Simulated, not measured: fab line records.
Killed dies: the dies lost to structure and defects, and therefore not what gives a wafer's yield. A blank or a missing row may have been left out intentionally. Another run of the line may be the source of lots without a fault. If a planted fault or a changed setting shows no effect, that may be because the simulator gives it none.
What tool caused it?    flow ritCmos    15 lots, 45 wafers sampled, at 5 steps of a route of 202

## WHAT THE GAUGES READ, wafer by wafer
RIT_ACTIVE_BOW_MEAS_00.
lot   measured     on            INCOMING_BOW (um)
L525  day 1 10:00  filmMetro-03  5 0 1
L526  day 1 15:00  filmMetro-01  -7 14 13
L527  day 1 20:01  filmMetro-04  6 1 3
L528  day 2 01:00  filmMetro-01  -8 15 5
L529  day 2 06:01  filmMetro-04  12 -2 9
L530  day 2 11:00  filmMetro-04  13 -7 -5
L531  day 2 16:04  filmMetro-03  5 7 5
L532  day 2 21:04  filmMetro-03  -6 -2 -5
L534  day 3 07:01  filmMetro-03  -5 11 -1
L537  day 3 22:01  filmMetro-03  -5 -2 9
L541  day 4 18:02  filmMetro-01  -4 -4 -12
L543  day 5 04:01  filmMetro-04  2 -4 7
L545  day 5 14:00  filmMetro-04  6 4 -4
L546  day 5 19:02  filmMetro-03  -4 -6 -1
L547  day 6 00:04  filmMetro-04  -1 7 3

RIT_ACTIVE_THK_MEAS_02.
lot   measured     on            ACTIVE_OXIDE_THK (nm)
L525  day 1 13:07  filmMetro-01  45.0 44.9 45.5
L526  day 1 17:55  filmMetro-01  47.9 47.8 47.3
L527  day 1 22:08  filmMetro-04  46.8 46.7 46.5
L528  day 2 04:29  filmMetro-01  45.2 46.0 46.1
L529  day 2 09:04  filmMetro-04  46.7 47.0 45.6
L530  day 2 14:13  filmMetro-01  47.6 47.8 47.3
L531  day 2 18:59  filmMetro-04  45.8 45.5 45.8
L532  day 2 23:28  filmMetro-04  35.1 34.7 34.7
L534  day 3 09:38  filmMetro-04  36.0 36.5 36.3
L537  day 4 00:04  filmMetro-03  36.1 35.8 35.9
L541  day 4 20:04  filmMetro-04  47.1 46.5 47.6
L543  day 5 06:42  filmMetro-04  45.8 46.0 46.2
L545  day 5 16:03  filmMetro-03  46.7 46.6 46.6
L546  day 5 21:04  filmMetro-03  47.3 47.2 47.0
L547  day 6 02:05  filmMetro-01  47.4 47.5 47.6

RIT_FOX2_THK_MEAS_90.
lot   measured     on            FIELD_OXIDE_LEFT_1_THK (nm)
L525  day 1 21:40  filmMetro-02  325 318 326
L526  day 2 03:26  filmMetro-02  321 319 321
L527  day 2 09:02  filmMetro-02  327 327 331
L528  day 2 12:05  filmMetro-01  337 331 329
L529  day 2 17:55  filmMetro-03  328 331 331
L530  day 2 23:06  filmMetro-02  330 327 328
L531  day 3 03:31  filmMetro-01  319 313 310
L532  day 3 06:56  filmMetro-03  324 325 332
L534  day 3 17:16  filmMetro-01  322 319 316
L537  day 4 08:10  filmMetro-03  322 331 328
L541  day 5 05:40  filmMetro-03  306 308 310
L543  day 5 16:01  filmMetro-02  331 326 332
L545  day 6 00:41  filmMetro-03  325 326 326
L546  day 6 04:26  filmMetro-03  329 327 326
L547  day 6 10:10  filmMetro-02  332 330 334

RIT_NLDD_OVL_MEAS_06.
lot   measured     on          NLDD_OVL (nm)
L525  day 2 22:32  overlay-01  0.4 -0.2 -1.3
L526  day 3 04:04  overlay-02  1.8 2.8 1.3
L527  day 3 07:55  overlay-02  0.2 1.2 -0.6
L528  day 3 10:20  overlay-01  -1.7 -0.3 -0.5
L529  day 3 18:04  overlay-01  0.2 0.6 0.9
L530  day 3 22:38  overlay-01  -1.2 -0.9 -3.1
L531  day 4 01:36  overlay-02  3.2 0.2 -0.1
L532  day 4 05:16  overlay-02  -1.4 -0.8 -0.6
L534  day 4 16:11  overlay-01  -1.3 0.8 -0.7
L537  day 5 11:02  overlay-01  1.7 -0.3 0.9
L541  day 6 05:39  overlay-02  1.6 1.6 0.3
L543  day 6 15:38  overlay-02  0.6 1.6 1.0
L545  day 7 02:34  overlay-02  -1.2 0.2 0.2
L546  day 7 04:09  overlay-02  -0.2 -0.2 -1.6
L547  day 7 10:44  overlay-02  0.0 0.2 0.0

## TOOL THAT RAN EACH LOT (tool first, then ch and the chambers of the sampled wafers, then the start)
lot   RIT_ACTIVE_OXIDATION_01
L525  furnace-03 ch 0, day 1 11:11
L526  furnace-01 ch 0, day 1 15:59
L527  furnace-01 ch 0, day 1 20:11
L528  furnace-03 ch 0, day 2 02:34
L529  furnace-03 ch 0, day 2 07:08
L530  furnace-01 ch 0, day 2 12:17
L531  furnace-01 ch 0, day 2 17:01
L532  furnace-01 ch 0, day 2 21:31
L534  furnace-01 ch 0, day 3 07:42
L537  furnace-01 ch 0, day 3 22:07
L541  furnace-03 ch 0, day 4 18:07
L543  furnace-03 ch 0, day 5 04:46
L545  furnace-03 ch 0, day 5 14:07
L546  furnace-03 ch 0, day 5 19:07
L547  furnace-03 ch 0, day 6 00:07
- RIT_ACTIVE_OXIDATION_01: target thk 46.8 nm, ox time 3360 s.

## WHAT THE TOOLS THEMSELVES READ (means of the sampled wafers that have a number; where no wafer has one, the mark that the record gives instead)
The record holds no such reading with a usual standard deviation.

## THE ANSWER, worked out from the rows above alone
Rule: what is usual is taken from the lots themselves. The widest of any qualifying gaps counts: lots, ordered by their means at a reading, are off when they make up no more than a third of the lots, leave a main group of 4 or more, and stand apart from it by 3 or more times the standard deviation of that group's means. If all means in a main group match to the digits the tables above print for the reading, that group is not used. Also off: a lot with no number at a reading for which 4 or more lots have one. Any other lot the step has rows for is counted as sound. Order of review: gauges by route order, followed by the tools' own readings, for which a lot's mean as printed above is used. At the first step where some lot is off, the reading lying furthest off is the one used; lots without a number count as furthest.
Off: at RIT_ACTIVE_THK_MEAS_02 (ACTIVE_OXIDE_THK), L532, L534, L537. The main group: mean 46.6 nm, standard deviation 0.79.
A tool fits if, at a process step before that reading, it ran every lot that is off, and no sound lot after the first of them. Those tools and the gauges at RIT_ACTIVE_THK_MEAS_02 are tried in the same way. One candidate fits, namely furnace-01 at RIT_ACTIVE_OXIDATION_01. A fault onset in the window from L531 (day 2 17:01, its last sound lot) to L532 (day 2 21:31, its first lot off) fits.

## WHAT THE SIMULATOR HAD PUT IN
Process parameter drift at RIT_ACTIVE_OXIDATION_01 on furnace-01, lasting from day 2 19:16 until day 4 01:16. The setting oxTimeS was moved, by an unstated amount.
Lots struck among those shown: L532, L534, L537. The rule above reached the same finding.
